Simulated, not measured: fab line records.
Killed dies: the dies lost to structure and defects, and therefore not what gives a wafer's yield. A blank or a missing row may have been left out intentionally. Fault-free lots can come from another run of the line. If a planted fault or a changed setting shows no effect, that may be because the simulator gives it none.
Commonality check across tools -- flow berkeley-cmos170 -- Sample size 14 lots and 42 wafers

WHAT PROMPTED THE OPENING
At UCB170_ACTIVE_THK_MEAS_06 the reading ACTIVE_NITRIDE_THK is flagged on 2 of 14 lots. No-fault wafers: 219.0 nm, standard deviation 2.1.
Rule: a lot is flagged in two cases, either no wafer of it has a number, or all its wafers with numbers fall more than 4 standard deviations from that mean. As for the other lots, they are considered sound.

lot,measured,on,"ACTIVE_NITRIDE_THK (nm), wafer by wafer",flag
L468,day 4 01:54,film-metro-02,221.2 217.4 219.3,
L467,day 4 01:55,film-metro-01,219.8 218.5 219.6,
L469,day 4 07:47,film-metro-02,220.5 221.3 222.3,
L470,day 4 20:33,film-metro-01,217.8 217.9 217.3,
L471,day 5 01:42,film-metro-03,217.8 218.2 217.7,
L472,day 5 01:42,film-metro-02,217.4 218.2 216.0,
L475,day 5 21:05,film-metro-01,218.8 221.0 220.0,
L480,day 6 22:29,film-metro-03,90.9 92.2 91.6,FLAGGED
L481,day 6 22:30,film-metro-01,96.7 95.0 97.8,FLAGGED
L482,day 7 18:36,film-metro-03,221.1 222.1 222.4,
L483,day 7 18:37,film-metro-01,215.6 216.2 216.1,
L484,day 8 02:14,film-metro-02,219.7 219.7 216.8,
L485,day 8 08:39,film-metro-02,219.7 219.0 222.0,
L486,day 8 08:39,film-metro-03,217.0 218.4 218.2,
Average over the flagged lots: 94.0 nm; offset from the usual -125.0 nm, equal to -60 standard deviations.

WHICH TOOL EACH LOT WENT THROUGH
The record keeps 1 process step preceding the reading, out of 331 steps on the route. Cell contents, in order: the tool; ch with the chambers the sampled wafers went through; the start.
lot,flag,UCB170_ACTIVE_CVD_05
L468,,"lpcvd-01 ch 0, day 3 23:59"
L467,,"lpcvd-01 ch 0, day 3 23:59"
L469,,"lpcvd-01 ch 0, day 4 05:50"
L470,,"lpcvd-01 ch 0, day 4 18:38"
L471,,"lpcvd-01 ch 0, day 4 23:47"
L472,,"lpcvd-01 ch 0, day 4 23:47"
L475,,"lpcvd-02 ch 1, day 5 19:10"
L480,FLAGGED,"lpcvd-01 ch 1, day 6 19:36"
L481,FLAGGED,"lpcvd-01 ch 0, day 6 19:36"
L482,,"lpcvd-02 ch 1, day 7 16:41"
L483,,"lpcvd-02 ch 1, day 7 16:41"
L484,,"lpcvd-02 ch 0, day 8 00:19"
L485,,"lpcvd-02 ch 0, day 8 05:46"
L486,,"lpcvd-02 ch 1, day 8 05:46"
These steps, and what they do:
- UCB170_ACTIVE_CVD_05: deposits Si3N4 from SiH2Cl2/NH3, target thk 220 nm, time 3300 s.
- UCB170_ACTIVE_THK_MEAS_06

FLAGGED AGAINST TOTAL, ONE TOOL AT A TIME (gauges that did the reading follow at the end)
step,tool,lots run,flagged,share of the flagged lots,sound lots run after its first flagged lot
UCB170_ACTIVE_CVD_05,lpcvd-01,8,2,all,0
UCB170_ACTIVE_CVD_05,lpcvd-02,6,0,none,-
UCB170_ACTIVE_THK_MEAS_06,film-metro-01,5,1,some,1 (L483)
UCB170_ACTIVE_THK_MEAS_06,film-metro-02,5,0,none,-
UCB170_ACTIVE_THK_MEAS_06,film-metro-03,4,1,some,"2 (L482,L486)"

THE TABLE: WHAT IT ALLOWS
All flagged lots share 1 row of the table, namely lpcvd-01 at UCB170_ACTIVE_CVD_05.
- lpcvd-01 at UCB170_ACTIVE_CVD_05: 2 of its 8 lots flagged. Its last sound lot is L471 (day 4 23:47), its first flagged lot L480 (day 6 19:36): a fault that began between those two fits.
Just one tool remains: lpcvd-01 at UCB170_ACTIVE_CVD_05.

WHAT THE SIMULATOR HAD INSERTED
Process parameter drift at UCB170_ACTIVE_CVD_05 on lpcvd-01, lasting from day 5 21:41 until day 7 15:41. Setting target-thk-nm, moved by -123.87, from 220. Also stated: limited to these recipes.
Struck lots among those shown: L480, L481. Same finding as the rule above.
